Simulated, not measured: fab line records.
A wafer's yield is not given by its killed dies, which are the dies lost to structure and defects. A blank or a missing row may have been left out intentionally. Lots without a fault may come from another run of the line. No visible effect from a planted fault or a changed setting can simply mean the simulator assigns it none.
Tool commonality check | flow berkeley cmos170 | Lots sampled 14, wafers sampled 42

== THE REASON FOR OPENING IT ==
At UCB170_NSD_TW_MEAS_10 the reading NSD_TW is flagged on 2 of 14 lots. No-fault wafers: 4227, standard deviation 37.
Rule: a lot is flagged when every wafer of it that has a number lies more than 4 standard deviations from that mean, or none has a number. The other lots count as sound.

lot  | measured     | on            | NSD_TW, wafer by wafer | flag
L611 | day 6 14:38  | film metro-02 | 4171 4193 4191         |
L612 | day 7 03:07  | film metro-02 | 4213 4199 4226         |
L618 | day 7 20:13  | film metro-02 | 4194 4214 4206         |
L617 | day 7 21:31  | film metro-02 | 4217 4199 4175         |
L614 | day 7 21:44  | film metro-01 | 4237 4226 4249         |
L616 | day 7 22:02  | film metro-03 | 4277 4289 4277         |
L621 | day 8 08:17  | film metro-01 | 4209 4211 4231         |
L620 | day 8 08:51  | film metro-03 | 4278 4273 4281         |
L622 | day 8 15:32  | film metro-01 | 4210 4189 4203         |
L624 | day 9 09:22  | film metro-01 | 4436 4473 4439         | FLAGGED
L627 | day 9 15:40  | film metro-01 | 4428 4442 4451         | FLAGGED
L626 | day 9 16:08  | film metro-01 | 4214 4241 4226         |
L630 | day 10 03:59 | film metro-01 | 4230 4207 4216         |
L633 | day 11 00:41 | film metro-03 | 4320 4293 4281         |
Average over the flagged lots: 4445; offset from the usual +218, equal to +6 standard deviations.

== EACH LOT AND THE TOOL IT RAN ON ==
4 process steps preceding the reading are held in the record, out of 331 steps in the route. Cell contents, in order: the tool; ch with the chambers the sampled wafers went through; the start.
lot  | flag    | UCB170_PLDD_STRIP_10                 | UCB170_NLDD_STRIP_10                 | UCB170_NSD_IMPLANT_08           | UCB170_NSD_STRIP_09
L611 |         | plasma asher-04 ch 0,1, day 6 01:58  | plasma asher-03 ch 0,1, day 6 04:22  | implanter-03 ch 0, day 6 14:25  | plasma asher-04 ch 0,1, day 6 14:34
L612 |         | plasma asher-03 ch 0,1, day 6 14:01  | plasma asher-03 ch 0,1, day 6 17:54  | implanter-01 ch 0, day 7 02:53  | plasma asher-02 ch 0,1, day 7 03:00
L618 |         | plasma asher-01 ch 0,1, day 7 07:45  | plasma asher-04 ch 0,1, day 7 12:17  | implanter-03 ch 0, day 7 19:58  | plasma asher-04 ch 0, day 7 20:07
L617 |         | plasma asher-01 ch 0,1, day 7 08:48  | plasma asher-03 ch 0,1, day 7 12:36  | implanter-03 ch 0, day 7 21:17  | plasma asher-04 ch 0,1, day 7 21:25
L614 |         | plasma asher-04 ch 0,1, day 7 08:56  | plasma asher-04 ch 0,1, day 7 13:05  | implanter-02 ch 0, day 7 21:31  | plasma asher-04 ch 1, day 7 21:38
L616 |         | plasma asher-01 ch 0,1, day 7 09:14  | plasma asher-02 ch 0,1, day 7 13:19  | implanter-01 ch 0, day 7 21:50  | plasma asher-01 ch 0,1, day 7 21:56
L621 |         | plasma asher-01 ch 0,1, day 7 21:26  | plasma asher-03 ch 0,1, day 8 00:41  | implanter-02 ch 0, day 8 08:03  | plasma asher-04 ch 0,1, day 8 08:11
L620 |         | plasma asher-01 ch 0,1, day 7 22:23  | plasma asher-04 ch 0,1, day 8 00:53  | implanter-03 ch 0, day 8 08:38  | plasma asher-02 ch 0,1, day 8 08:46
L622 |         | plasma asher-01 ch 0,1, day 8 03:16  | plasma asher-04 ch 0,1, day 8 05:12  | implanter-01 ch 0, day 8 15:19  | plasma asher-02 ch 0,1, day 8 15:27
L624 | FLAGGED | plasma asher-04 ch 0,1, day 8 20:02  | plasma asher-03 ch 0,1, day 8 22:07  | implanter-03 ch 0, day 9 09:08  | plasma asher-01 ch 0,1, day 9 09:17
L627 | FLAGGED | plasma asher-01 ch 0, day 9 06:15    | plasma asher-03 ch 0, day 9 08:05    | implanter-03 ch 0, day 9 15:25  | plasma asher-01 ch 0,1, day 9 15:33
L626 |         | plasma asher-01 ch 0,1, day 9 07:20  | plasma asher-04 ch 0, day 9 09:23    | implanter-01 ch 0, day 9 15:54  | plasma asher-02 ch 0,1, day 9 16:03
L630 |         | plasma asher-04 ch 0,1, day 9 19:35  | plasma asher-04 ch 0,1, day 9 21:13  | implanter-01 ch 0, day 10 03:46 | plasma asher-04 ch 0,1, day 10 03:53
L633 |         | plasma asher-01 ch 0,1, day 10 14:44 | plasma asher-04 ch 0,1, day 10 16:30 | implanter-01 ch 0, day 11 00:28 | plasma asher-02 ch 0,1, day 11 00:35
These steps, and what they do:
- UCB170_PLDD_STRIP_10: strips in O2.
- UCB170_NLDD_STRIP_10: strips in O2.
- UCB170_NSD_IMPLANT_08
- UCB170_NSD_STRIP_09: strips in O2.
- UCB170_NSD_TW_MEAS_10

== FLAGGED OVER TOTAL, TOOL BY TOOL (the gauges that took the reading come last) ==
step                  | tool            | lots run | flagged | share of the flagged lots | sound lots run after its first flagged lot
UCB170_PLDD_STRIP_10  | plasma asher-01 | 9        | 1       | some                      | 2 (L626,L633)
UCB170_PLDD_STRIP_10  | plasma asher-03 | 1        | 0       | none                      | -
UCB170_PLDD_STRIP_10  | plasma asher-04 | 4        | 1       | some                      | 1 (L630)
UCB170_NLDD_STRIP_10  | plasma asher-02 | 1        | 0       | none                      | -
UCB170_NLDD_STRIP_10  | plasma asher-03 | 6        | 2       | all                       | 0
UCB170_NLDD_STRIP_10  | plasma asher-04 | 7        | 0       | none                      | -
UCB170_NSD_IMPLANT_08 | implanter-01    | 6        | 0       | none                      | -
UCB170_NSD_IMPLANT_08 | implanter-02    | 2        | 0       | none                      | -
UCB170_NSD_IMPLANT_08 | implanter-03    | 6        | 2       | all                       | 0
UCB170_NSD_STRIP_09   | plasma asher-01 | 3        | 2       | all                       | 0
UCB170_NSD_STRIP_09   | plasma asher-02 | 5        | 0       | none                      | -
UCB170_NSD_STRIP_09   | plasma asher-04 | 6        | 0       | none                      | -
UCB170_NSD_TW_MEAS_10 | film metro-01   | 7        | 2       | all                       | 2 (L626,L630)
UCB170_NSD_TW_MEAS_10 | film metro-02   | 4        | 0       | none                      | -
UCB170_NSD_TW_MEAS_10 | film metro-03   | 3        | 0       | none                      | -

== WHAT THE TABLE PERMITS ==
4 rows of the table ran every flagged lot: plasma asher-03 at UCB170_NLDD_STRIP_10, implanter-03 at UCB170_NSD_IMPLANT_08, plasma asher-01 at UCB170_NSD_STRIP_09, film metro-01 at UCB170_NSD_TW_MEAS_10.
- plasma asher-03 at UCB170_NLDD_STRIP_10 ran 6 lots, 2 of them flagged. It ran its last sound lot, L621, at day 8 00:41 and its first flagged lot, L624, at day 8 22:07: a fault with its onset between the two fits.
- implanter-03 at UCB170_NSD_IMPLANT_08 ran 6 lots, 2 of them flagged. It ran its last sound lot, L620, at day 8 08:38 and its first flagged lot, L624, at day 9 09:08: a fault with its onset between the two fits. Its own readings lie more than 4 standard deviations out on every wafer of the flagged lots: beam on s, dose ions cm2, faraday current uA.
- plasma asher-01 at UCB170_NSD_STRIP_09 ran 3 lots, 2 of them flagged. It ran its last sound lot, L616, at day 7 21:56 and its first flagged lot, L624, at day 9 09:17: a fault with its onset between the two fits. Its own readings lie more than 4 standard deviations out on every wafer of the flagged lots: oes product au, strip time to endpoint s.
- film metro-01 at UCB170_NSD_TW_MEAS_10 ran 7 lots, 2 of them flagged. Sound lots ran on it after the first flagged one (L626, L630), which a lasting fault on the whole tool wouldn't allow.
Because each of these 3 tools fits a fault that began at some hour, counting lots does not separate them. More lots, or a look at what each step does to the wafer, might.

== WHAT THE SIMULATOR HAD PUT IN ==
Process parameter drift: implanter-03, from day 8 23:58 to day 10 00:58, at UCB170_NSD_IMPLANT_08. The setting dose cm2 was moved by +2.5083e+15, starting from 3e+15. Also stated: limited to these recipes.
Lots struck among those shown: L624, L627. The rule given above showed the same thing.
